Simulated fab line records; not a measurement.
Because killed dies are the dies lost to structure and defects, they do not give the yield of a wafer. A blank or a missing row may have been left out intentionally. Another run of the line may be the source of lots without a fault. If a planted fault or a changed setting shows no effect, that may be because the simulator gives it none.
fab line records ; flow berkeley-cmos170
[record] lots = 16; wafers = 48; last-day = 12
route steps=331 shown NWELL@19 ACTIVE@70 NVT@112
lots that met no fault: taken from a fault-free run of the same line
start-h: hours from the record's opening day to when the first of the lot's shown wafers began ; wait-h: time in hours since the lot's previous step ; " identical to the entry in the row above ; L1.1+2: a row that stands for several wafers ; - value missing, or start not given ; * or withheld: withheld ; < > ~ a bound
route shown NAME@n: a module of which the file shows steps, and the number in the route of the first ; usual: mean/standard deviation taken from wafers without a fault ; same: alike in all rows ; chamber/n: place in a boat ; sites: per-site readings ; _std_site: how widely they spread, as a standard deviation ; _edge_site: outer sites' mean less inner sites' ; radius-mm: how far each site lies from the wafer's centre ; mask NAME#n: copy n ; behind: the most recent tool/chamber to have shaped the wafer ; hold: cause of the lot's hold/its duration in hours/its outcome ; device: names the non-switching transistor (n, p or np) ; end of line: the route-end tests of the same wafers ; where a step has no rows: the recipe by itself ; killed: at the first sort, the dies lost to defects and structure; wafer yield is something else ; map: dies across one wafer; x = killed, . = not, _ = none there
set.NAME: the run value of the setting; set.NAME@STEP: its run value at that earlier step ; model.NAME: the simulator's own value behind a step, which no gauge read
one table for each step of the route and one row for each wafer, over a sample of lots
services: from which hour (start-h, from the record's first day; less than 0 if before it) a tool's chamber was out of use, for how many hours, and why
[[steps]]
[step UCB170_NWELL_THK_MEAS_05]
[recipe] reads = Si3N4_of_NWELL_CVD_04
[usual] NWELL_NITRIDE_THK = 223.0/2.7
lot.wafer;tool;chamber;start-h;wait-h;NWELL_NITRIDE_THK[nm]
L828.2;film-metro-02;-;36.08;0.0;224.1
L828.3;film-metro-02;-;36.08;0.0;224.5
L828.4;film-metro-02;-;36.08;0.0;223.7
L829.2;film-metro-01;-;39.27;0.0;224.9
L829.4;film-metro-01;-;39.27;0.0;222.5
L829.6;film-metro-01;-;39.27;0.0;223.7
L831.2;film-metro-02;-;44.62;0.0;220.7
L831.4;film-metro-02;-;44.62;0.0;219.0
L831.5;film-metro-02;-;44.62;0.0;219.6
L834.1;film-metro-04;-;62.82;0.0;221.5
L834.2;film-metro-04;-;62.82;0.0;221.1
L834.3;film-metro-04;-;62.82;0.0;220.9
L835.1;film-metro-02;-;62.82;0.0;225.1
L835.5;film-metro-02;-;62.82;0.0;224.9
L835.6;film-metro-02;-;62.82;0.0;224.2
L836.1;film-metro-02;-;73.78;0.0;223.8
L836.3;film-metro-02;-;73.78;0.0;223.5
L836.4;film-metro-02;-;73.78;0.0;222.9
L838.1;film-metro-04;-;80.53;0.0;224.9
L838.2;film-metro-04;-;80.53;0.0;226.1
L838.6;film-metro-04;-;80.53;0.0;225.9
L840.2;film-metro-04;-;86.34;0.0;222.0
L840.4;film-metro-04;-;86.34;0.0;220.2
L840.6;film-metro-04;-;86.34;0.0;222.5
L841.2;film-metro-04;-;90.51;0.0;220.0
L841.4;film-metro-04;-;90.51;0.0;220.4
L841.5;film-metro-04;-;90.51;0.0;221.5
L843.2;film-metro-04;-;101.48;0.0;221.7
L843.4;film-metro-04;-;101.48;0.0;218.2
L843.5;film-metro-04;-;101.48;0.0;220.2
L844.3;film-metro-01;-;107.05;0.0;223.0
L844.4;film-metro-01;-;107.05;0.0;223.4
L844.6;film-metro-01;-;107.05;0.0;224.5
L847.2;film-metro-01;-;121.04;0.0;222.0
L847.3;film-metro-01;-;121.04;0.0;221.1
L847.4;film-metro-01;-;121.04;0.0;221.2
L846.4;film-metro-04;-;121.06;0.0;221.0
L846.5;film-metro-04;-;121.06;0.0;220.3
L846.6;film-metro-04;-;121.06;0.0;221.7
L848.1;film-metro-02;-;124.86;0.0;221.2
L848.4;film-metro-02;-;124.86;0.0;219.9
L848.5;film-metro-02;-;124.86;0.0;221.2
L849.1;film-metro-04;-;138.93;0.0;225.1
L849.3;film-metro-04;-;138.93;0.0;224.0
L849.5;film-metro-04;-;138.93;0.0;223.7
L851.1;film-metro-04;-;142.02;0.0;220.3
L851.2;film-metro-04;-;142.02;0.0;221.9
L851.5;film-metro-04;-;142.02;0.0;220.7
[step UCB170_ACTIVE_EXPOSE_10]
[recipe] mask-id = ACTIVE; target-cd-nm = 1200; na = 0.5; sigma-outer = 0.6; source-shape = conventional; dose-mj = 20
[usual] exposure-dose-mJ-cm2 = 19.990/0.021; focus-offset-nm = -0.1/0.56; stage-vel-mm-s = 499.96/0.23
lot.wafer;tool;chamber;start-h;wait-h;mask;exposure-dose-mJ-cm2;focus-offset-nm;stage-vel-mm-s
L828.2;krf-scanner-01;0;82.50;0.2;ACTIVE#0;20.004;0.3;499.89
L828.3;krf-scanner-01;0;82.50;0.2;ACTIVE#0;19.983;-0.7;499.67
L828.4;krf-scanner-01;0;82.50;0.2;ACTIVE#0;19.991;0.2;500.21
L829.2;krf-scanner-01;0;82.62;0.2;ACTIVE#0;19.995;0.3;499.65
L829.4;krf-scanner-01;0;82.62;0.2;ACTIVE#0;19.984;-0.3;499.61
L829.6;krf-scanner-01;0;82.62;0.2;ACTIVE#0;19.981;-0.3;499.55
L831.2;krf-scanner-02;0;88.61;0.2;ACTIVE#0;19.984;1.0;499.95
L831.4;krf-scanner-02;0;88.61;0.2;ACTIVE#0;19.981;0.4;499.82
L831.5;krf-scanner-02;0;88.61;0.2;ACTIVE#0;19.967;0.0;499.90
L835.1;krf-scanner-01;0;104.31;0.1;ACTIVE#0;19.986;-1.1;499.72
L835.5;krf-scanner-01;0;104.31;0.1;ACTIVE#0;20.004;-1.3;500.17
L835.6;krf-scanner-01;0;104.31;0.1;ACTIVE#0;19.997;-0.2;500.02
L834.1;krf-scanner-01;0;104.43;0.2;ACTIVE#0;20.019;0.1;499.99
L834.2;krf-scanner-01;0;104.43;0.2;ACTIVE#0;20.053;-0.1;500.29
L834.3;krf-scanner-01;0;104.43;0.2;ACTIVE#0;20.014;-0.4;499.98
L836.1;krf-scanner-02;0;121.50;0.2;ACTIVE#0;20.002;0.3;499.99
L836.3;krf-scanner-02;0;121.50;0.2;ACTIVE#0;19.986;0.0;500.15
L836.4;krf-scanner-02;0;121.50;0.2;ACTIVE#0;19.967;0.9;499.78
L838.1;krf-scanner-01;0;125.73;0.1;ACTIVE#0;19.982;0.0;499.74
L838.2;krf-scanner-01;0;125.73;0.1;ACTIVE#0;20.014;0.8;500.02
L838.6;krf-scanner-01;0;125.73;0.1;ACTIVE#0;20.001;0.3;499.92
L840.2;krf-scanner-02;0;125.99;0.4;ACTIVE#0;20.035;-0.3;499.98
L840.4;krf-scanner-02;0;125.99;0.4;ACTIVE#0;20.025;0.5;499.74
L840.6;krf-scanner-02;0;125.99;0.4;ACTIVE#0;20.019;0.4;499.84
L841.2;krf-scanner-02;0;128.25;0.1;ACTIVE#0;19.990;0.3;499.97
L841.4;krf-scanner-02;0;128.25;0.1;ACTIVE#0;20.025;0.5;499.99
L841.5;krf-scanner-02;0;128.25;0.1;ACTIVE#0;19.988;0.6;500.10
L843.2;krf-scanner-02;0;148.67;0.1;ACTIVE#0;19.991;-0.2;499.89
L843.4;krf-scanner-02;0;148.67;0.1;ACTIVE#0;20.002;-0.3;500.38
L843.5;krf-scanner-02;0;148.67;0.1;ACTIVE#0;19.998;-0.5;499.65
L844.3;krf-scanner-01;0;148.93;0.3;ACTIVE#0;19.969;-0.2;500.16
L844.4;krf-scanner-01;0;148.93;0.3;ACTIVE#0;20.003;0.1;500.12
L844.6;krf-scanner-01;0;148.93;0.3;ACTIVE#0;19.986;-0.6;500.44
L847.2;krf-scanner-02;0;168.23;0.1;ACTIVE#0;21.581;-1.5;499.67
L847.3;krf-scanner-02;0;168.23;0.1;ACTIVE#0;21.597;-1.0;500.05
L847.4;krf-scanner-02;0;168.23;0.1;ACTIVE#0;21.562;-0.4;499.75
L846.4;krf-scanner-02;0;168.50;0.1;ACTIVE#0;21.580;0.1;500.36
L846.5;krf-scanner-02;0;168.50;0.1;ACTIVE#0;21.560;-0.6;500.08
L846.6;krf-scanner-02;0;168.50;0.1;ACTIVE#0;21.564;-0.9;500.17
L848.1;krf-scanner-02;0;174.89;0.1;ACTIVE#0;21.003;0.6;500.14
L848.4;krf-scanner-02;0;174.89;0.1;ACTIVE#0;21.001;0.9;500.33
L848.5;krf-scanner-02;0;174.89;0.1;ACTIVE#0;20.998;0.7;500.41
L849.1;krf-scanner-02;0;188.16;0.2;ACTIVE#0;20.786;-0.2;499.72
L849.3;krf-scanner-02;0;188.16;0.2;ACTIVE#0;20.793;-0.2;500.04
L849.5;krf-scanner-02;0;188.16;0.2;ACTIVE#0;20.795;-0.6;499.98
L851.1;krf-scanner-01;0;188.49;0.2;ACTIVE#0;19.966;-0.5;499.95
L851.2;krf-scanner-01;0;188.49;0.2;ACTIVE#0;19.974;-0.4;499.97
L851.5;krf-scanner-01;0;188.49;0.2;ACTIVE#0;19.960;-0.8;500.32
[step UCB170_ACTIVE_CD_MEAS_13]
[recipe] target-cd-nm = 1200
[usual] cd-nm = 1200.2/1.1
lot.wafer;tool;chamber;start-h;wait-h;cd-nm
L828.2;cd-sem-01;-;83.63;-;1199.6
L828.3;cd-sem-01;-;83.63;-;1200.7
L828.4;cd-sem-01;-;83.63;-;1199.6
L829.2;cd-sem-02;-;83.64;-;1199.4
L829.4;cd-sem-02;-;83.64;-;1199.5
L829.6;cd-sem-02;-;83.64;-;1198.9
L831.2;cd-sem-01;-;89.00;-;1200.8
L831.4;cd-sem-01;-;89.00;-;1199.3
L831.5;cd-sem-01;-;89.00;-;1199.2
L835.1;cd-sem-02;-;104.70;-;1199.6
L835.5;cd-sem-02;-;104.70;-;1200.3
L835.6;cd-sem-02;-;104.70;-;1199.8
L834.1;cd-sem-01;-;104.82;-;1199.6
L834.2;cd-sem-01;-;104.82;-;1199.7
L834.3;cd-sem-01;-;104.82;-;1199.3
L836.1;cd-sem-01;-;122.10;-;1199.3
L836.3;cd-sem-01;-;122.10;-;1198.7
L836.4;cd-sem-01;-;122.10;-;1201.0
L838.1;cd-sem-02;-;126.45;-;1200.0
L838.2;cd-sem-02;-;126.45;-;1200.1
L838.6;cd-sem-02;-;126.45;-;1200.0
L840.2;cd-sem-02;-;126.75;-;1199.4
L840.4;cd-sem-02;-;126.75;-;1199.3
L840.6;cd-sem-02;-;126.75;-;1199.8
L841.2;cd-sem-02;-;128.71;-;1200.3
L841.4;cd-sem-02;-;128.71;-;1198.7
L841.5;cd-sem-02;-;128.71;-;1201.0
L843.2;cd-sem-02;-;149.12;-;1200.2
L843.4;cd-sem-02;-;149.12;-;1201.0
L843.5;cd-sem-02;-;149.12;-;1201.3
L844.3;cd-sem-02;-;149.32;-;1200.6
L844.4;cd-sem-02;-;149.32;-;1201.1
L844.6;cd-sem-02;-;149.32;-;1199.1
L847.2;cd-sem-01;-;168.99;-;1190.1
L847.3;cd-sem-01;-;168.99;-;1188.3
L847.4;cd-sem-01;-;168.99;-;1190.1
L846.4;cd-sem-01;-;169.27;-;1185.3
L846.5;cd-sem-01;-;169.27;-;1186.1
L846.6;cd-sem-01;-;169.27;-;1186.3
L848.1;cd-sem-01;-;175.28;-;1189.7
L848.4;cd-sem-01;-;175.28;-;1191.8
L848.5;cd-sem-01;-;175.28;-;1191.7
L849.1;cd-sem-01;-;189.20;-;1194.4
L849.3;cd-sem-01;-;189.20;-;1193.7
L849.5;cd-sem-01;-;189.20;-;1194.0
L851.1;cd-sem-01;-;189.68;-;1198.8
L851.2;cd-sem-01;-;189.68;-;1201.0
L851.5;cd-sem-01;-;189.68;-;1200.2
[step UCB170_ACTIVE_STRIP_16]
[recipe] chemistry = O2; power-w = 400; pressure-mtorr = 3500; platen-temp-c = withheld; o2-flow-sccm = 400; overash-fraction = 0.5
[usual] drypump-motor-current-A = 5.80/0.21; oes-product-au = 0.721/0.0047; strip-time-to-endpoint-s = 18.21/0.12
lot.wafer;tool;chamber;start-h;wait-h;drypump-motor-current-A;oes-product-au;rf-hours-counter-h;strip-time-to-endpoint-s
L828.2;plasma-asher-03;1;83.86;0.1;5.75;0.719;36;18.32
L828.3;plasma-asher-03;0;83.86;0.1;6.02;0.727;-;18.34
L828.4;plasma-asher-03;1;83.86;0.1;5.72;0.718;-;18.33
L829.2;plasma-asher-01;1;83.88;0.1;5.59;0.729;29;18.00
L829.4;plasma-asher-01;1;83.88;0.1;5.60;0.720;-;18.06
L829.6;plasma-asher-01;0;83.88;0.1;5.52;0.725;-;18.12
L831.2;plasma-asher-02;0;89.24;0.1;5.92;0.724;35;18.19
L831.4;plasma-asher-02;0;89.24;0.1;5.93;0.722;-;18.07
L831.5;plasma-asher-02;0;89.24;0.1;5.91;0.726;-;18.07
L835.1;plasma-asher-01;0;104.96;0.1;5.53;0.720;32;18.18
L835.5;plasma-asher-01;0;104.96;0.1;5.52;0.720;-;18.12
L835.6;plasma-asher-01;1;104.96;0.1;5.60;0.720;-;18.19
L834.1;plasma-asher-02;0;105.07;0.1;5.95;0.717;37;18.26
L834.2;plasma-asher-02;1;105.07;0.1;6.08;0.716;37;18.22
L834.3;plasma-asher-02;1;105.07;0.1;6.09;0.719;-;18.17
L836.1;plasma-asher-03;0;122.36;0.1;5.98;0.713;41;18.09
L836.3;plasma-asher-03;0;122.36;0.1;5.99;0.713;-;18.11
L836.4;plasma-asher-03;1;122.36;0.1;5.72;0.719;-;18.10
L838.1;plasma-asher-03;1;126.71;0.1;5.70;0.715;42;18.15
L838.2;plasma-asher-03;0;126.71;0.1;6.03;0.726;42;18.15
L838.6;plasma-asher-03;0;126.71;0.1;6.02;0.718;-;18.03
L840.2;plasma-asher-01;1;126.98;0.1;5.57;0.725;34;18.30
L840.4;plasma-asher-01;0;126.98;0.1;5.51;0.715;-;18.28
L840.6;plasma-asher-01;0;126.98;0.1;5.53;0.722;-;18.16
L841.2;plasma-asher-03;0;128.94;0.1;6.01;0.723;42;18.47
L841.4;plasma-asher-03;0;128.94;0.1;5.99;0.725;-;18.54
L841.5;plasma-asher-03;1;128.94;0.1;5.73;0.729;-;18.32
L843.2;plasma-asher-03;0;149.36;0.1;6.01;0.728;45;18.18
L843.4;plasma-asher-03;1;149.36;0.1;5.73;0.721;-;18.33
L843.5;plasma-asher-03;0;149.36;0.1;6.02;0.723;-;18.08
L844.3;plasma-asher-02;0;149.57;0.1;5.91;0.726;-;18.13
L844.4;plasma-asher-02;1;149.57;0.1;6.06;0.727;-;18.15
L844.6;plasma-asher-02;1;149.57;0.1;6.09;0.721;-;18.10
L847.2;plasma-asher-03;1;169.23;0.1;5.72;0.724;47;18.11
L847.3;plasma-asher-03;1;169.23;0.1;5.73;0.720;-;18.35
L847.4;plasma-asher-03;0;169.23;0.1;6.01;0.716;-;18.45
L846.4;plasma-asher-01;0;169.50;0.1;5.53;0.718;-;18.20
L846.5;plasma-asher-01;1;169.50;0.1;5.60;0.723;-;18.27
L846.6;plasma-asher-01;0;169.50;0.1;5.53;0.717;-;18.15
L848.1;plasma-asher-02;0;175.54;0.1;5.94;0.718;7;18.36
L848.4;plasma-asher-02;0;175.54;0.1;5.92;0.718;-;18.28
L848.5;plasma-asher-02;1;175.54;0.1;6.08;0.718;-;18.02
L849.1;plasma-asher-03;0;189.46;0.1;6.01;0.718;50;18.22
L849.3;plasma-asher-03;0;189.46;0.1;6.02;0.720;-;18.33
L849.5;plasma-asher-03;1;189.46;0.1;5.74;0.718;-;18.18
L851.1;plasma-asher-02;0;189.94;0.1;5.90;0.715;9;17.97
L851.2;plasma-asher-02;1;189.94;0.1;6.09;0.714;9;18.13
L851.5;plasma-asher-02;1;189.94;0.1;6.08;0.722;-;17.96
[step UCB170_NVT_STRIP_08]
[recipe] chemistry = O2; power-w = 400; pressure-mtorr = 3500; platen-temp-c = withheld; o2-flow-sccm = 400; overash-fraction = 0.5
[usual] drypump-motor-current-A = 5.97/0.16; oes-product-au = 0.734/0.0039; strip-time-to-endpoint-s = 21.67/0.062
lot.wafer;tool;chamber;start-h;wait-h;drypump-motor-current-A;oes-product-au;rf-hours-counter-h;strip-time-to-endpoint-s
L829.2;plasma-asher-03;1;110.71;0.1;5.73;0.735;39;21.72
L829.4;plasma-asher-03;0;110.71;0.1;5.99;0.730;-;21.71
L829.6;plasma-asher-03;0;110.71;0.1;6.03;0.730;-;21.69
L828.2;plasma-asher-04;0;110.91;0.1;5.81;0.732;43;21.62
L828.3;plasma-asher-04;1;110.91;0.1;6.19;0.735;-;21.63
L828.4;plasma-asher-04;0;110.91;0.1;5.80;0.733;-;21.62
L831.2;plasma-asher-03;1;112.48;0.1;5.72;0.736;40;21.73
L831.4;plasma-asher-03;0;112.48;0.1;5.99;0.732;-;21.73
L831.5;plasma-asher-03;1;112.48;0.1;5.75;0.732;-;21.67
L834.1;plasma-asher-02;1;134.49;0.1;6.08;0.730;2;21.71
L834.2;plasma-asher-02;0;134.49;0.1;5.92;0.732;2;21.74
L834.3;plasma-asher-02;1;134.49;0.1;6.08;0.734;-;21.71
L835.1;plasma-asher-04;0;134.76;0.1;5.80;0.732;46;21.56
L835.5;plasma-asher-04;0;134.76;0.1;5.81;0.730;-;21.66
L835.6;plasma-asher-04;1;134.76;0.1;6.20;0.729;-;21.61
L836.1;plasma-asher-02;1;149.11;0.1;6.09;0.733;4;21.74
L836.3;plasma-asher-02;0;149.11;0.1;5.96;0.736;-;21.78
L836.4;plasma-asher-02;1;149.11;0.1;6.09;0.735;-;21.77
L840.2;plasma-asher-02;0;150.96;0.1;5.91;0.739;4;21.56
L840.4;plasma-asher-02;1;150.96;0.1;6.06;0.731;-;21.53
L840.6;plasma-asher-02;1;150.96;0.1;6.06;0.729;-;21.62
L841.2;plasma-asher-02;1;152.05;0.1;6.09;0.738;4;21.71
L841.4;plasma-asher-02;0;152.05;0.1;5.91;0.738;-;21.73
L841.5;plasma-asher-02;0;152.05;0.1;5.89;0.731;-;21.70
L838.1;plasma-asher-04;0;152.09;0.1;5.81;0.733;48;21.69
L838.2;plasma-asher-04;1;152.09;0.1;6.22;0.733;48;21.71
L838.6;plasma-asher-04;1;152.09;0.1;6.20;0.740;-;21.64
L844.3;plasma-asher-03;0;173.21;0.1;6.02;0.727;-;21.73
L844.4;plasma-asher-03;1;173.21;0.1;5.74;0.740;-;21.79
L844.6;plasma-asher-03;0;173.21;0.1;6.03;0.734;-;21.79
L843.2;plasma-asher-02;0;173.32;0.1;5.93;0.736;7;21.74
L843.4;plasma-asher-02;0;173.32;0.1;5.92;0.737;-;21.67
L843.5;plasma-asher-02;1;173.32;0.1;6.07;0.738;-;21.76
L846.4;plasma-asher-02;1;201.59;0.1;6.07;0.731;-;21.63
L846.5;plasma-asher-02;0;201.59;0.1;5.90;0.738;-;21.60
L846.6;plasma-asher-02;1;201.59;0.1;6.07;0.738;-;21.64
L847.2;plasma-asher-04;0;201.83;0.1;5.82;0.726;54;21.69
L847.3;plasma-asher-04;1;201.83;0.1;6.21;0.734;-;21.59
L847.4;plasma-asher-04;0;201.83;0.1;5.81;0.737;-;21.63
L848.1;plasma-asher-04;0;208.54;0.1;5.81;0.736;55;21.64
L848.4;plasma-asher-04;0;208.54;0.1;5.84;0.737;-;21.70
L848.5;plasma-asher-04;1;208.54;0.1;6.20;0.731;-;21.66
L851.1;plasma-asher-03;0;222.51;0.1;5.99;0.740;53;21.66
L851.2;plasma-asher-03;1;222.51;0.1;5.74;0.731;53;21.60
L851.5;plasma-asher-03;0;222.51;0.1;6.01;0.737;-;21.64
L849.1;plasma-asher-03;1;222.98;0.1;5.72;0.729;53;21.67
L849.3;plasma-asher-03;0;222.98;0.1;5.99;0.733;-;21.68
L849.5;plasma-asher-03;1;222.98;0.1;5.73;0.737;-;21.68
[[services]]
tool;chamber;start-h;hours;kind
plasma-asher-03;-;79.67;0.7;repair
krf-scanner-01;-;91.67;0.8;pm
krf-scanner-02;-;92.42;1.0;pm
krf-scanner-02;-;103.67;1.3;pm
krf-scanner-01;-;108.35;0.8;repair
plasma-asher-02;-;108.75;9.0;pm
plasma-asher-02;0;108.75;9.0;vent-cycle
plasma-asher-02;1;108.75;9.0;vent-cycle
krf-scanner-01;-;109.67;1.3;pm
krf-scanner-02;-;114.97;0.8;pm
plasma-asher-02;0;117.75;-;clean
plasma-asher-02;1;117.75;-;clean
krf-scanner-02;0;119.69;-;calibration
plasma-asher-04;-;121.70;2.8;pm
krf-scanner-01;-;134.77;0.6;repair
krf-scanner-01;-;137.20;4.4;pm
krf-scanner-01;0;151.21;-;calibration
krf-scanner-01;-;181.55;1.0;pm
plasma-asher-01;-;187.29;3.8;repair
[[key]]
[first-sign] step = UCB170_ACTIVE_EXPOSE_10; reading = exposure-dose-mJ-cm2; direction = up; sigmas = 60; usual = 19.990; struck = 21.235
[effect] step = UCB170_ACTIVE_CD_MEAS_13; reading = cd-nm; direction = down; sigmas = 9; usual = 1200.2; struck = 1190.1; through = control-loop
met-at UCB170_ACTIVE_EXPOSE_10
struck-lots L846,L847,L848,L849
rows-end L846.4,L847.2
sort-left-out L847.3,L847.4
tester-left-out L846,L847,L848,L849
[loop-trim] step = UCB170_ACTIVE_EXPOSE_10; setting = dose; lots = L848,L849
not-acting-at UCB170_NWELL_THK_MEAS_05,UCB170_ACTIVE_STRIP_16,UCB170_NVT_STRIP_08
onset-between 148.67 168.23
[fault] kind = process-parameter-drift; tool = krf-scanner-02; chamber = -; onset-h = 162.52; steps = UCB170_ACTIVE_EXPOSE_10; channel = dose-mj; offset = 1.5826; shape = step; acts-in = these-recipes-only; stated = 20
// tester-left-out: of these lots the tester's yield and bins aren't shown, on N5 and GAA mostly nor the transistor test; their killed dies are dies lost to structure and defects alone, not to doping, threshold or leakage, so they don't give the yield
// sort-left-out: the simulated sort isn't trusted on such a fault, so these wafers' sort isn't shown, and their yield isn't known
// rows-end: these wafers met a further fault down the route, and their rows from its step on are left out
// loop-trim: a control loop set the setting to another value than it would have without faults
